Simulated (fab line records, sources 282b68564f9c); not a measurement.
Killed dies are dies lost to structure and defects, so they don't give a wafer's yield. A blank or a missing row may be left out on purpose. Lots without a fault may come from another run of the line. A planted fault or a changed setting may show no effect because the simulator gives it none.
Tool commonality check | flow rit_cmos | 14 lots, 42 wafers sampled

WHY IT WAS OPENED
At RIT_PRETRO_TW_MEAS_10 the reading PRETRO_TW is flagged on 2 of 14 lots. Wafers without a fault read 479.1, standard deviation 2.6.
Rule: a lot is flagged when every wafer of it that has a number lies more than 4 standard deviations from that mean, or none has a number. The other lots count as sound.

lot  | measured    | on            | PRETRO_TW, wafer by wafer | flag
L197 | day 2 08:10 | film_metro-02 | 481.7 480.6 480.6         |
L200 | day 2 23:46 | film_metro-04 | 475.0 477.7 478.1         |
L201 | day 3 04:09 | film_metro-03 | 478.7 483.7 483.5         |
L202 | day 3 08:11 | film_metro-04 | 477.5 477.1 474.1         |
L204 | day 3 18:44 | film_metro-02 | 483.6 482.2 481.1         |
L207 | day 4 09:19 | film_metro-03 | 480.4 480.0 480.6         |
L208 | day 4 16:27 | film_metro-02 | 478.5 479.7 477.7         |
L210 | day 5 00:44 | film_metro-02 | 529.2 529.0 528.5         | FLAGGED
L212 | day 5 10:55 | film_metro-02 | 529.8 528.3 526.5         | FLAGGED
L214 | day 5 21:53 | film_metro-03 | 477.8 478.7 480.1         |
L216 | day 6 08:22 | film_metro-02 | 478.4 481.6 480.9         |
L217 | day 6 12:08 | film_metro-02 | 479.2 480.9 479.3         |
L218 | day 6 17:16 | film_metro-02 | 479.1 481.1 479.9         |
L219 | day 6 21:17 | film_metro-04 | 475.4 478.7 478.3         |
The numbers of the flagged lots are 528.5 on average: +49.4 against the usual, or +19 standard deviations.

WHICH TOOL RAN EACH LOT
The record holds 2 process steps before the reading, out of a route of 202 steps. In each cell: the tool, then ch and the chambers that the sampled wafers went through, then the start.
lot  | flag    | RIT_PRETRO_IMPLANT_08          | RIT_PRETRO_STRIP_09
L197 |         | implanter-02 ch 0, day 2 07:50 | plasma_asher-01 ch 0,1, day 2 07:59
L200 |         | implanter-01 ch 0, day 2 23:26 | plasma_asher-04 ch 0,1, day 2 23:35
L201 |         | implanter-01 ch 0, day 3 03:49 | plasma_asher-04 ch 0,1, day 3 03:58
L202 |         | implanter-03 ch 0, day 3 07:53 | plasma_asher-04 ch 0,1, day 3 08:01
L204 |         | implanter-02 ch 0, day 3 18:25 | plasma_asher-01 ch 0,1, day 3 18:34
L207 |         | implanter-01 ch 0, day 4 08:59 | plasma_asher-01 ch 0,1, day 4 09:08
L208 |         | implanter-03 ch 0, day 4 16:08 | plasma_asher-04 ch 0,1, day 4 16:17
L210 | FLAGGED | implanter-02 ch 0, day 5 00:26 | plasma_asher-03 ch 0,1, day 5 00:33
L212 | FLAGGED | implanter-02 ch 0, day 5 10:36 | plasma_asher-01 ch 0,1, day 5 10:45
L214 |         | implanter-01 ch 0, day 5 21:25 | plasma_asher-03 ch 0,1, day 5 21:43
L216 |         | implanter-01 ch 0, day 6 08:03 | plasma_asher-03 ch 0,1, day 6 08:12
L217 |         | implanter-03 ch 0, day 6 11:50 | plasma_asher-01 ch 0,1, day 6 11:57
L218 |         | implanter-01 ch 0, day 6 16:58 | plasma_asher-01 ch 0,1, day 6 17:07
L219 |         | implanter-01 ch 0, day 6 20:58 | plasma_asher-01 ch 0,1, day 6 21:05
What these steps do:
- RIT_PRETRO_IMPLANT_08
- RIT_PRETRO_STRIP_09: strips in O2, time 180 s.
- RIT_PRETRO_TW_MEAS_10

FLAGGED OVER TOTAL, TOOL BY TOOL (the gauges that took the reading come last)
step                  | tool            | lots run | flagged | share of the flagged lots | sound lots run after its first flagged lot
RIT_PRETRO_IMPLANT_08 | implanter-01    | 7        | 0       | none                      | -
RIT_PRETRO_IMPLANT_08 | implanter-02    | 4        | 2       | all                       | 0
RIT_PRETRO_IMPLANT_08 | implanter-03    | 3        | 0       | none                      | -
RIT_PRETRO_STRIP_09   | plasma_asher-01 | 7        | 1       | some                      | 3 (L217,L218,L219)
RIT_PRETRO_STRIP_09   | plasma_asher-03 | 3        | 1       | some                      | 2 (L214,L216)
RIT_PRETRO_STRIP_09   | plasma_asher-04 | 4        | 0       | none                      | -
RIT_PRETRO_TW_MEAS_10 | film_metro-02   | 8        | 2       | all                       | 3 (L216,L217,L218)
RIT_PRETRO_TW_MEAS_10 | film_metro-03   | 3        | 0       | none                      | -
RIT_PRETRO_TW_MEAS_10 | film_metro-04   | 3        | 0       | none                      | -

WHAT THE TABLE ALLOWS
2 rows of the table ran every flagged lot: implanter-02 at RIT_PRETRO_IMPLANT_08, film_metro-02 at RIT_PRETRO_TW_MEAS_10.
- implanter-02 at RIT_PRETRO_IMPLANT_08: 2 of its 4 lots flagged. Its last sound lot is L204 (day 3 18:25), its first flagged lot L210 (day 5 00:26): a fault that began between those two fits. Its own readings lie more than 4 standard deviations out on every wafer of the flagged lots: dose_ions_cm2, faraday_current_uA.
- film_metro-02 at RIT_PRETRO_TW_MEAS_10: 2 of its 8 lots flagged. Sound lots ran on it after the first flagged one (L216, L217, L218), which a lasting fault on the whole tool wouldn't allow.
One tool is left: implanter-02 at RIT_PRETRO_IMPLANT_08.

WHAT THE SIMULATOR HAD PUT IN
Process parameter drift: implanter-02, from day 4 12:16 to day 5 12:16, at RIT_PRETRO_IMPLANT_08. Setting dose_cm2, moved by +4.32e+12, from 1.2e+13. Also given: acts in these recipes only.
Lots struck among those shown: L210, L212. The rule above found the same.
